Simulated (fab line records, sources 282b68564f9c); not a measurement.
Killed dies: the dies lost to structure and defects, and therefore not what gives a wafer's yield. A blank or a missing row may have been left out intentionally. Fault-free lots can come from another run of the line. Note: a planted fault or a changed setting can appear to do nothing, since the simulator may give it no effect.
8D (eight disciplines) problem report, filled in by code    flow rit_cmos    the parts of the form that need people (team, actions taken, sign-off) are left out

== 1. PROBLEM STATEMENT ==
At RIT_M1_PROBE_99, killed_at_contacts averages 4.3 over 3 wafers from 2 lots, while fault-free wafers read 0.1, standard deviation 0.23. Measured from the usual mean, that is +18 standard deviations.
Earliest sighting: wafer L931.1 on prober-02 at day 6 23:09. The record has a number at this step for 15 wafers belonging to 5 lots. Rule for "out", or "out of limits": more than 4 standard deviations from the usual mean. The other wafers with a number count as sound.

== 2. WHAT IT IS, AND WHAT IT ISN'T ==
question                     is                      is not
which readings at this step  killed_at_contacts      killed_at_front_end, killed_dies, killed_open, killed_short
which lots                   L931, L934              L916, L925, L932
which wafers of those lots   L931.1, L931.4, L934.5  L931.5, L934.1, L934.6
read on which tools          prober-01, prober-02    -
when                         from day 6 23:09        up to then (6 sound wafers); but 6 sound wafers of L931, L932, L934 came after

== 3. THE SUSPECTS, EACH WITH WHAT RULES IT OUT ==
Counting: if a tool at a process step up to the reading ran every lot that is out, it stays a suspect. Sound lots after the first of them don't rule it out here, since some wafers of a struck lot are sound.
- pecvd-01 at RIT_CONTACT_CVD_00 (deposits SiO2 from TEOS, target thk 400 nm, time 61 s): kept. Every lot that is out went through it, the first being L931 (day 6 16:47); the last sound lot it ran before that was L925 (day 5 10:14).
- In pecvd-01 at RIT_CONTACT_CVD_00, the wafers that are out were processed in chamber 0 and their sound lot-mates in chambers 1, 2.
The count leaves pecvd-01 at RIT_CONTACT_CVD_00.

== 4. THE CAUSE (what the simulator had put in) ==
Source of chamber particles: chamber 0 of pecvd-01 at RIT_CONTACT_CVD_00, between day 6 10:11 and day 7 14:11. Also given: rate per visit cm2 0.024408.
Counting left only this tool.

== 5. THE EFFECT CHAIN, in route order ==
Rows list readings where the struck wafers' mean (over those with a number) sits beyond 3 standard deviations from the usual. Only readings whose record carries a usual standard deviation are examined. hours: median over the lots of the time between each lot's start at the first step of this table that gives one and its start at this step. sigmas: the change, counted in usual standard deviations.
hours  step             reading             usual  on struck wafers  change  sigmas
0      RIT_M1_PROBE_99  killed_at_contacts  0.1    4.3               +4.2    +18
The process steps in it:
- RIT_M1_PROBE_99

== 6. WHAT WOULD HAVE CAUGHT IT SOONER ==
The fault began at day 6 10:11; the first out-of-limits reading in this record came at day 6 23:09, 13 hours later.
No tool reading at RIT_CONTACT_CVD_00 that has a usual standard deviation in the record was out on any struck wafer, so an alarm limit of 4 standard deviations on those readings would not have fired.
L934, from the lots that are out (2), started RIT_CONTACT_CVD_00 on pecvd-01 later than day 6 23:09. A hold on the tool at that time would have spared it.
